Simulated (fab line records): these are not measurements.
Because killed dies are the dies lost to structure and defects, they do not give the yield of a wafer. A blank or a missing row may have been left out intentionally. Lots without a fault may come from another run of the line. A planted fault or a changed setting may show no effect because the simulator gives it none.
2 desks looking at one fault :: flow berkeley-cmos170 :: each desk has only its own numbers; what lay behind them comes last

AT THE METROLOGY DESK
Lot by lot, what the gauges showed, no matter which tool ran the lot: averages of those sampled wafers that carry a number. If a lot's mean is further than 4 standard deviations from the usual mean, the lot is out of limits and carries the mark OUT (the distance appears in the brackets).
Columns: A = M1_AL_RS at UCB170_M1_RS_MEAS_01, usual 0.0484 ohm/sq; B = M2_AL_RS at UCB170_M2_RS_MEAS_02, usual 0.0321 ohm/sq; C = M2_AL_THK at UCB170_M2_THK_MEAS_03, usual 902 nm
lot: L621
first seen here: day 7 18:11
A: 0.0475
B: 0.0325
C: 892

lot: L620
first seen here: day 7 20:05
A: 0.0481
B: 0.0324
C: 894

lot: L623
first seen here: day 7 23:52
A: 0.0494
B: 0.0316
C: 919

lot: L624
first seen here: day 8 00:06
A: 0.0486
B: 0.0322
C: 901

lot: L626
first seen here: day 8 17:28
A: 0.0486
B: 0.0318
C: 908

lot: L627
first seen here: day 8 23:40
A: 0.0481
B: 0.0324
C: 893

lot: L628
first seen here: day 8 23:54
A: 0.0477
B: 0.0324
C: 893

lot: L629
first seen here: day 9 11:39
A: 0.0487
B: 0.0322
C: 895

lot: L632
first seen here: day 9 23:30
A: 0.0485
B: 0.0321
C: 897

lot: L635
first seen here: day 10 23:11
A: 0.0492
B: 0.0348 (+8.8) OUT
C: 846 (-6.2) OUT

lot: L639
first seen here: day 11 14:46
A: 0.0485
B: 0.0342 (+6.7) OUT
C: 851 (-5.6) OUT

lot: L640
first seen here: day 11 15:47
A: 0.0486
B: 0.0319
C: 902

lot: L641
first seen here: day 12 00:58
A: 0.0486
B: 0.0318
C: 919

lot: L642
first seen here: day 12 02:13
A: 0.0479
B: 0.0322
C: 896
This desk reports L635, L639 out of limits; the earliest was L635 at day 11 07:10 (M2_AL_RS at UCB170_M2_RS_MEAS_02). L621, L620, L623, L624, L626, L627, L628, L629, L632, L640, L641, L642: within limits.

DESK OF THE TOOL OWNER: pvd-sputter-01
The tool's own readings at UCB170_M2_SPUTTER_01 (material Al, target thk 900 nm, time 120 s): means of the sampled wafers that have a number, for each lot that ran on this tool. If a lot's mean is further than 4 standard deviations from the usual mean, the lot is out of limits and carries the mark OUT (the distance appears in the brackets).
Columns: A = throttle-valve-pct at UCB170_M2_SPUTTER_01, usual 30.7 %
lot: L621
first seen here: day 8 01:47
A: 30.2

lot: L624
first seen here: day 8 08:46
A: 30.3

lot: L626
first seen here: day 9 03:10
A: 30.8

lot: L628
first seen here: day 9 07:37
A: 30.0

lot: L632
first seen here: day 10 09:49
A: 30.9

lot: L635
first seen here: day 11 07:05
A: 30.8

lot: L639
first seen here: day 12 01:35
A: 30.2
Finding of this desk: none of the 7 lots has anything out of limits.

TAKEN TOGETHER
L635, L639 would have let the metrology desk raise an alarm at day 11 07:10.
Nothing out of limits was seen by the tool owner's desk.
The tool owner's desk has L635, L639 on record, within its limits.
The lots listed all ran UCB170_M2_SPUTTER_01 on pvd-sputter-01.

WHAT HAD BEEN PUT IN BY THE SIMULATOR
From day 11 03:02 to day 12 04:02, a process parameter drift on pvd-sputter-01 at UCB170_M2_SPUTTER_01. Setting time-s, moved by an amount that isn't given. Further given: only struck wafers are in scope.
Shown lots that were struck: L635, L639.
Delay in hours, fault start to first out-of-limits reading, per desk: metrology desk 4.
